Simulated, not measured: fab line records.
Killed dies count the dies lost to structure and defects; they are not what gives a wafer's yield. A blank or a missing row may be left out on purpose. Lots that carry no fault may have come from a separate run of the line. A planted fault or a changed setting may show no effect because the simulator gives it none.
Split-lot experiment || flow berkeley_cmos170 || 23 wafers read from 5 lots, route of 331 steps

== THE SPLIT ITSELF ==
At UCB170_M3_PEB_13, the setting peb_temp_c was moved away from the recipe's 130 C on 8 of the 23 wafers read, by -1.1% to +2.2%. All remaining wafers had this setting at the recipe value.

== FROM SPLIT TO READING: 1 step shown by the file between the two ==
- UCB170_M3_DEVELOP_14: develop time 45 s

== THE READING ==
At UCB170_M3_CD_MEAS_15: cd_nm in nanometres, against a target cd of 700 nm. A value of 700.6 nm with a standard deviation of 1.7 nm is what fault-free wafers of this fab line usually give.

{"wafer": "L075.1", "tool, chamber at the split": "litho_track-01, 0", "peb_temp_c as run, C": 128.6, "against the recipe": "-1.1%", "cd_nm, nm": 710.2, "against lot-mates on the recipe": "+9.7"}
{"wafer": "L075.2", "tool, chamber at the split": "litho_track-01, 0", "peb_temp_c as run, C": 130, "against the recipe": "recipe", "cd_nm, nm": 700.9, "against lot-mates on the recipe": "-"}
{"wafer": "L075.3", "tool, chamber at the split": "litho_track-01, 0", "peb_temp_c as run, C": 130, "against the recipe": "recipe", "cd_nm, nm": 700.5, "against lot-mates on the recipe": "-"}
{"wafer": "L075.4", "tool, chamber at the split": "litho_track-01, 0", "peb_temp_c as run, C": 128.6, "against the recipe": "-1.1%", "cd_nm, nm": 710.6, "against lot-mates on the recipe": "+10.1"}
{"wafer": "L075.6", "tool, chamber at the split": "litho_track-01, 0", "peb_temp_c as run, C": 130, "against the recipe": "recipe", "cd_nm, nm": 700.2, "against lot-mates on the recipe": "-"}
{"wafer": "L074.1", "tool, chamber at the split": "litho_track-01, 0", "peb_temp_c as run, C": 130, "against the recipe": "recipe", "cd_nm, nm": 700.1, "against lot-mates on the recipe": "-"}
{"wafer": "L074.2", "tool, chamber at the split": "litho_track-01, 0", "peb_temp_c as run, C": 130, "against the recipe": "recipe", "cd_nm, nm": 699.9, "against lot-mates on the recipe": "-"}
{"wafer": "L074.3", "tool, chamber at the split": "litho_track-01, 0", "peb_temp_c as run, C": 128.8, "against the recipe": "-0.9%", "cd_nm, nm": 707.2, "against lot-mates on the recipe": "+7.0"}
{"wafer": "L074.4", "tool, chamber at the split": "litho_track-01, 0", "peb_temp_c as run, C": 130, "against the recipe": "recipe", "cd_nm, nm": 700.5, "against lot-mates on the recipe": "-"}
{"wafer": "L074.6", "tool, chamber at the split": "litho_track-01, 0", "peb_temp_c as run, C": 128.8, "against the recipe": "-0.9%", "cd_nm, nm": 710.1, "against lot-mates on the recipe": "+9.9"}
{"wafer": "L077.1", "tool, chamber at the split": "litho_track-01, 0", "peb_temp_c as run, C": 132.9, "against the recipe": "+2.2%", "cd_nm, nm": 681.7, "against lot-mates on the recipe": -17.2}
{"wafer": "L077.2", "tool, chamber at the split": "litho_track-01, 0", "peb_temp_c as run, C": 130, "against the recipe": "recipe", "cd_nm, nm": 698.7, "against lot-mates on the recipe": "-"}
{"wafer": "L077.3", "tool, chamber at the split": "litho_track-01, 0", "peb_temp_c as run, C": 130, "against the recipe": "recipe", "cd_nm, nm": 698.4, "against lot-mates on the recipe": "-"}
{"wafer": "L077.4", "tool, chamber at the split": "litho_track-01, 0", "peb_temp_c as run, C": 130, "against the recipe": "recipe", "cd_nm, nm": 699.6, "against lot-mates on the recipe": "-"}
{"wafer": "L077.6", "tool, chamber at the split": "litho_track-01, 0", "peb_temp_c as run, C": 132.9, "against the recipe": "+2.2%", "cd_nm, nm": 683.0, "against lot-mates on the recipe": -15.9}
{"wafer": "L085.4", "tool, chamber at the split": "litho_track-01, 0", "peb_temp_c as run, C": 130, "against the recipe": "recipe", "cd_nm, nm": 701.8, "against lot-mates on the recipe": "-"}
{"wafer": "L085.5", "tool, chamber at the split": "litho_track-01, 0", "peb_temp_c as run, C": 130, "against the recipe": "recipe", "cd_nm, nm": 700.8, "against lot-mates on the recipe": "-"}
{"wafer": "L085.6", "tool, chamber at the split": "litho_track-01, 0", "peb_temp_c as run, C": 130, "against the recipe": "recipe", "cd_nm, nm": 701.0, "against lot-mates on the recipe": "-"}
{"wafer": "L084.1", "tool, chamber at the split": "litho_track-03, 0", "peb_temp_c as run, C": 132.3, "against the recipe": "+1.8%", "cd_nm, nm": 682.9, "against lot-mates on the recipe": -15.4}
{"wafer": "L084.2", "tool, chamber at the split": "litho_track-03, 0", "peb_temp_c as run, C": 130, "against the recipe": "recipe", "cd_nm, nm": 698.2, "against lot-mates on the recipe": "-"}
{"wafer": "L084.3", "tool, chamber at the split": "litho_track-03, 0", "peb_temp_c as run, C": 130, "against the recipe": "recipe", "cd_nm, nm": 699.1, "against lot-mates on the recipe": "-"}
{"wafer": "L084.4", "tool, chamber at the split": "litho_track-03, 0", "peb_temp_c as run, C": 132.3, "against the recipe": "+1.8%", "cd_nm, nm": 684.7, "against lot-mates on the recipe": -13.6}
{"wafer": "L084.5", "tool, chamber at the split": "litho_track-03, 0", "peb_temp_c as run, C": 130, "against the recipe": "recipe", "cd_nm, nm": 697.6, "against lot-mates on the recipe": "-"}

THE FIT
A straight line over all 23 wafers: cd_nm changes by -8.64 nm for each +1% of peb_temp_c; r = -0.99; the points scatter about the line by 1.3 nm.
The same after taking each lot's own level away (the mean of its wafers on the recipe; 23 wafers): -8.07 nm for each +1%; r = -0.99; scatter 0.9 nm.
That fit puts the effect of the largest move of peb_temp_c on the reading at 18 nm.
Measured against the standard deviation above, the lots' own levels, which go from 698.30 to 701.20 nm, span 1.7 times it.
The two slopes are in agreement: the lot-to-lot level therefore moves the slope only a little.
Check: -17.9 nm against its lot-mates is what the line predicts for one of the wafers moved furthest among these (+2.2%) when that wafer is left out of the fit. It came out at -17.2 nm against them.

== THE OTHER SPLITS THESE WAFERS WENT THROUGH ==
These wafers also went through other splits before the reading. Each is held against what the fit with the lots' levels taken away leaves over:
{"other split on the same wafers": "UCB170_NSD_STRIP_09 power_w", "wafers away from the commonest value": 6, "r with cd_nm (lot level and that fit taken away)": "+0.17"}
{"other split on the same wafers": "UCB170_SILICIDE_SPUTTER_01 time_s", "wafers away from the commonest value": 8, "r with cd_nm (lot level and that fit taken away)": "+0.14"}
{"other split on the same wafers": "UCB170_M1_PEB_07 peb_temp_c", "wafers away from the commonest value": 9, "r with cd_nm (lot level and that fit taken away)": "+0.36"}
{"other split on the same wafers": "UCB170_V2_COAT_07 resist_thk_nm", "wafers away from the commonest value": 4, "r with cd_nm (lot level and that fit taken away)": "+0.07"}
{"other split on the same wafers": "UCB170_M3_SPUTTER_01 power_w", "wafers away from the commonest value": 8, "r with cd_nm (lot level and that fit taken away)": -0.21}

== THE WHOLE CHAIN: every reading that the file lists as answering this split, in the file's order ==
{"step": "UCB170_M3_CD_MEAS_15", "what it does": "target cd 700 nm", "reading": "cd_nm", "change (the file's fit)": "-8.01 nm for each +1% of the setting", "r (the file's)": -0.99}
{"step": "UCB170_M3_ETCH_17", "what it does": "etches BARC in N2/H2", "reading": "M3.cd_nm (the simulator's own value, which no gauge read)", "change (the file's fit)": "-8.05 nm for each +1% of the setting", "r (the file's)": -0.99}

== THE FILE'S OWN FIT ==
cd_nm changes by -8.01 nm for each +1% of peb_temp_c, r = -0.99.
